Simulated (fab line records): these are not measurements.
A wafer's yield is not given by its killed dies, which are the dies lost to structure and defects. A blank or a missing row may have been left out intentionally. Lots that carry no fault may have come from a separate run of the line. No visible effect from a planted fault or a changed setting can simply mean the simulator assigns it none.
fab line records	flow berkeleyCmos170	part 2 of 2: steps 27 to 37 of 37
[record] lots = 5	wafers = 15	lastDay = 13
route steps=331 shown GATE@129 PLDD@145 NLDD@158
lots untouched by any fault: they come from a run of this same line in which no faults occurred
startH: hours from the record's opening day to when the first of the lot's shown wafers began	waitH: hours elapsed since this lot's preceding step	" the same as in the row above	L1.1+2: a single row standing in for several wafers	- no value, or no start was given	* or withheld: withheld	< > ~ a bound
route shown NAME@n: NAME is a module with steps in the file, n the number in the route of the first one	usual: mean and standard deviation over wafers with no fault	same: alike in all rows	chamber/n: place in a boat	sites: the reading at each site	_std_site: their standard deviation	_edge_site: outer sites' mean less inner sites'	radiusMm: how far each site lies from the wafer's centre	mask NAME#n: copy n	behind: the last tool/chamber to shape the wafer	hold: why the lot went on hold/how many hours it stayed there/how the hold came to an end	device: the transistor (n, p or np) that didn't switch	end of line: tests of these same wafers at the route's end	a step given without rows: its recipe and nothing more	killed: the dies lost at the first sort to structure and to defects; this is not the yield of the wafer	map: a wafer's dies, x killed, . not, _ none there
set.NAME: the setting as run; set.NAME@STEP: as run at that earlier step	model.NAME: the simulator's own value behind a step, which no gauge read
lots at some steps of the route; a table a step, a row a wafer
services: from which hour (startH, from the record's first day; less than 0 if before it) a tool's chamber was out of use, for how many hours, and why
[[steps]]
[step UCB170_PLDD_STRIP_10]
[recipe] chemistry = O2	powerW = 400	pressureMtorr = 3500	platenTempC = withheld	o2FlowSccm = 400	overashFraction = 0.5
[usual] drypumpMotorCurrentA = 5.42/0.27	o2FlowSccm = 400.1/1.2	oesProductAu = 0.735/0.0045	stripTimeToEndpointS = 21.59/0.077
lot.wafer	tool	chamber	startH	waitH	drypumpMotorCurrentA	o2FlowSccm	oesProductAu	rfHoursCounterH	stripTimeToEndpointS
L076.2	plasmaAsher-03	1	172.57	0.1	5.77	397.7	0.744	6	21.55
L076.3	"	0	"	"	5.62	399.0	0.742	-	21.63
L076.5	"	0	"	"	5.61	399.7	0.740	-	21.60
L081.2	plasmaAsher-03	0	184.88	0.1	5.63	402.4	0.733	7	21.67
L081.3	"	1	"	"	5.80	398.4	0.740	-	21.73
L081.5	"	1	"	"	5.81	399.4	0.734	-	21.69
L090.1	plasmaAsher-03	0	231.19	0.1	5.63	401.3	0.732	13	21.53
L090.3	"	1	"	"	5.80	399.7	0.735	-	21.52
L090.6	"	1	"	"	5.80	399.6	0.738	-	21.46
L093.1	plasmaAsher-04	0	248.99	0.1	5.33	401.0	0.734	54	21.44
L093.2	"	1	"	"	5.00	400.6	0.726	54	21.52
L093.5	"	1	"	"	5.01	401.1	0.738	-	21.50
L094.2	plasmaAsher-03	1	265.78	0.1	5.80	400.1	0.737	17	21.63
L094.4	"	1	"	"	5.80	400.3	0.735	-	21.64
L094.6	"	0	"	"	5.60	400.3	0.732	-	21.64
[step UCB170_PLDD_TW_MEAS_11]
[usual] PLDD_TW = 1012/4.1
lot.wafer	tool	chamber	startH	waitH	PLDD_TW
L076.2	filmMetro-04	-	172.68	0.1	1013
L076.3	"	-	"	"	1011
L076.5	"	-	"	"	1018
L081.2	filmMetro-04	-	184.99	0.1	1016
L081.3	"	-	"	"	1013
L081.5	"	-	"	"	1014
L090.1	filmMetro-03	-	231.29	0.1	1012
L090.3	"	-	"	"	1019
L090.6	"	-	"	"	1017
L093.1	filmMetro-04	-	249.09	0.1	1015
L093.2	"	-	"	"	1012
L093.5	"	-	"	"	1013
L094.2	filmMetro-04	-	265.89	0.1	1013
L094.4	"	-	"	"	1010
L094.6	"	-	"	"	1005
[step UCB170_PLDD_CLEAN_12]
[recipe] chemistry = SPM	tempC = 120	timeS = 600
lot.wafer	tool	chamber	startH	waitH
L076.2+3+5	wetBench-01	1	172.73	0.0
L081.2+3+5	wetBench-01	0	185.04	0.0
L090.1+3+6	wetBench-04	1	231.35	0.1
L093.1+2+5	wetBench-01	3	249.15	0.1
L094.2+4+6	wetBench-04	3	265.95	0.1
[step UCB170_NLDD_HMDS_00]
[recipe] primeTimeS = 60	primeTempC = 100
[usual] exhaustPa = 44.9/0.78
lot.wafer	tool	chamber	startH	waitH	exhaustPa
L076.2	lithoTrack-01	0	173.02	0.1	45.5
L076.3	"	0	"	"	44.6
L076.5	"	0	"	"	44.3
L081.2	lithoTrack-01	0	185.90	0.7	44.9
L081.3	"	0	"	"	43.8
L081.5	"	0	"	"	44.3
L090.1	lithoTrack-01	0	231.61	0.1	45.8
L090.3	"	0	"	"	45.8
L090.6	"	0	"	"	44.9
L093.1	lithoTrack-03	0	249.33	0.0	45.7
L093.2	"	0	"	"	44.8
L093.5	"	0	"	"	45.5
L094.2	lithoTrack-04	0	266.93	0.8	46.0
L094.4	"	0	"	"	45.0
L094.6	"	0	"	"	46.3
[step UCB170_NLDD_COAT_01]
[recipe] resist = KrF	spinRpm = 1500	resistThkNm = 900
[usual] exhaustPa = 45.1/0.9
lot.wafer	tool	chamber	startH	waitH	exhaustPa
L076.2	lithoTrack-01	0	173.17	0.1	44.7
L076.3	"	0	"	"	44.1
L076.5	"	0	"	"	43.0
L081.2	lithoTrack-01	0	186.05	0.1	45.7
L081.3	"	0	"	"	45.8
L081.5	"	0	"	"	46.3
L090.1	lithoTrack-01	0	231.76	0.1	45.5
L090.3	"	0	"	"	45.0
L090.6	"	0	"	"	45.0
L093.1	lithoTrack-03	0	249.48	0.1	44.8
L093.2	"	0	"	"	45.0
L093.5	"	0	"	"	45.3
L094.2	lithoTrack-04	0	267.08	0.1	47.2
L094.4	"	0	"	"	45.0
L094.6	"	0	"	"	45.5
[step UCB170_NLDD_SOFTBAKE_02]
[recipe] resist = KrF	tempC = 130	timeS = 60
[usual] exhaustPa = 45.2/0.85
lot.wafer	tool	chamber	startH	waitH	exhaustPa
L076.2	lithoTrack-01	0	173.32	0.1	45.7
L076.3	"	0	"	"	46.6
L076.5	"	0	"	"	45.2
L081.2	lithoTrack-01	0	186.20	0.1	46.9
L081.3	"	0	"	"	44.7
L081.5	"	0	"	"	45.3
L090.1	lithoTrack-01	0	231.91	0.1	45.8
L090.3	"	0	"	"	45.9
L090.6	"	0	"	"	44.2
L093.1	lithoTrack-03	0	249.63	0.1	43.8
L093.2	"	0	"	"	44.5
L093.5	"	0	"	"	45.1
L094.2	lithoTrack-04	0	267.23	0.1	45.4
L094.4	"	0	"	"	46.0
L094.6	"	0	"	"	45.0
[step UCB170_NLDD_EXPOSE_03]
[recipe] maskId = NSELECT	na = 0.5	sigmaOuter = 0.6	sourceShape = conventional	targetCdNm = 1200	doseMj = 30.42
[usual] reticleTempC = 23.02/0.099
lot.wafer	tool	chamber	startH	waitH	mask	reticleTempC
L076.2	krfScanner-02	0	173.59	0.2	NSELECT#0	22.99
L076.3	"	0	"	"	NSELECT#0	22.88
L076.5	"	0	"	"	NSELECT#0	22.96
L081.2	krfScanner-01	0	186.35	0.1	NSELECT#0	22.89
L081.3	"	0	"	"	NSELECT#0	22.96
L081.5	"	0	"	"	NSELECT#0	22.99
L090.1	krfScanner-02	0	232.06	0.1	NSELECT#0	22.91
L090.3	"	0	"	"	NSELECT#0	23.07
L090.6	"	0	"	"	NSELECT#0	23.04
L093.1	krfScanner-01	0	249.90	0.2	NSELECT#0	23.02
L093.2	"	0	"	"	NSELECT#0	23.16
L093.5	"	0	"	"	NSELECT#0	23.21
L094.2	krfScanner-01	0	267.50	0.2	NSELECT#0	23.10
L094.4	"	0	"	"	NSELECT#0	23.14
L094.6	"	0	"	"	NSELECT#0	23.15
[step UCB170_NLDD_PEB_04]
[recipe] pebTempC = 130	pebTimeS = withheld	resist = KrF
[usual] exhaustPa = 45.2/0.94
lot.wafer	tool	chamber	startH	waitH	exhaustPa
L076.2	lithoTrack-04	0	174.24	0.6	45.7
L076.3	"	0	"	"	45.6
L076.5	"	0	"	"	43.5
L081.2	lithoTrack-04	0	186.69	0.3	46.3
L081.3	"	0	"	"	45.7
L081.5	"	0	"	"	45.3
L090.1	lithoTrack-03	0	232.96	0.9	44.8
L090.3	"	0	"	"	45.0
L090.6	"	0	"	"	45.4
L093.1	lithoTrack-04	0	250.02	0.1	46.2
L093.2	"	0	"	"	46.0
L093.5	"	0	"	"	46.1
L094.2	lithoTrack-03	0	267.97	0.5	44.7
L094.4	"	0	"	"	44.8
L094.6	"	0	"	"	43.7
[step UCB170_NLDD_DEVELOP_05]
[recipe] developer = TMAH	developTimeS = 45	resist = KrF	devTempC = 21
[usual] exhaustPa = 44.9/0.87
lot.wafer	tool	chamber	startH	waitH	exhaustPa
L076.2	lithoTrack-04	0	-	-	44.3
L076.3	"	0	"	"	44.8
L076.5	"	0	"	"	43.8
L081.2	lithoTrack-04	0	-	-	45.9
L081.3	"	0	"	"	45.6
L081.5	"	0	"	"	46.0
L090.1	lithoTrack-03	0	-	-	42.7
L090.3	"	0	"	"	44.4
L090.6	"	0	"	"	44.9
L093.1	lithoTrack-04	0	-	-	45.0
L093.2	"	0	"	"	44.6
L093.5	"	0	"	"	44.5
L094.2	lithoTrack-03	0	-	-	45.3
L094.4	"	0	"	"	45.4
L094.6	"	0	"	"	43.4
[step UCB170_NLDD_CD_MEAS_06]
[recipe] targetCdNm = 1200
[usual] cdNm = 1200.2/1.7
lot.wafer	tool	chamber	startH	waitH	cdNm
L076.2	cdSem-02	-	174.55	-	1198.2
L076.3	"	-	"	"	1199.1
L076.5	"	-	"	"	1198.0
L081.2	cdSem-02	-	187.06	-	1199.9
L081.3	"	-	"	"	1199.9
L081.5	"	-	"	"	1200.4
L090.1	cdSem-01	-	233.24	-	1197.4
L090.3	"	-	"	"	1198.6
L090.6	"	-	"	"	1198.4
L093.1	cdSem-01	-	250.29	-	1200.8
L093.2	"	-	"	"	1200.0
L093.5	"	-	"	"	1200.7
L094.2	cdSem-01	-	268.24	-	1202.5
L094.4	"	-	"	"	1200.6
L094.6	"	-	"	"	1200.7
[step UCB170_NLDD_OVL_MEAS_07]
[usual] NLDD_OVL = -4/4.7
lot.wafer	tool	chamber	startH	waitH	NLDD_OVL[nm]
L076.2	overlay-02	-	174.66	0.1	-5
L076.3	"	-	"	"	-4
L076.5	"	-	"	"	2
L081.2	overlay-02	-	187.16	0.1	-9
L081.3	"	-	"	"	-6
L081.5	"	-	"	"	-7
L090.1	overlay-01	-	233.39	0.1	-4
L090.3	"	-	"	"	0
L090.6	"	-	"	"	-4
L093.1	overlay-02	-	250.41	0.1	-7
L093.2	"	-	"	"	1
L093.5	"	-	"	"	-2
L094.2	overlay-01	-	268.35	0.1	1
L094.4	"	-	"	"	-9
L094.6	"	-	"	"	0
[[services]]
tool	chamber	startH	hours	kind
krfScanner-01	-	143.32	1.3	pm
krfScanner-01	-	157.55	3.6	pm
krfScanner-01	-	162.32	0.5	repair
rieDiel-04	-	169.10	1.5	repair
implanter-03	-	169.36	1.7	repair
furnace-01	-	182.83	3.3	pm
krfScanner-01	-	192.02	0.3	repair
implanter-03	-	192.59	3.0	pm
furnace-02	-	197.23	3.4	pm
plasmaAsher-04	-	197.92	0.5	repair
furnace-04	-	213.67	3.3	pm
krfScanner-01	-	220.37	0.8	repair
rieSi-01	0	221.44	3.1	repair
krfScanner-01	-	224.03	1.0	pm
lpcvd-01	-	226.80	1.9	repair
rieDiel-04	2	228.86	10.7	repair
plasmaAsher-03	-	229.85	1.2	repair
krfScanner-01	-	231.85	0.5	repair
krfScanner-02	-	233.34	1.3	pm
furnace-02	-	241.08	1.6	pm
furnace-02	-	242.70	3.5	pm
implanter-04	-	245.99	48.2	pm
rieDiel-04	-	248.47	0.9	repair
krfScanner-02	-	251.28	3.0	pm
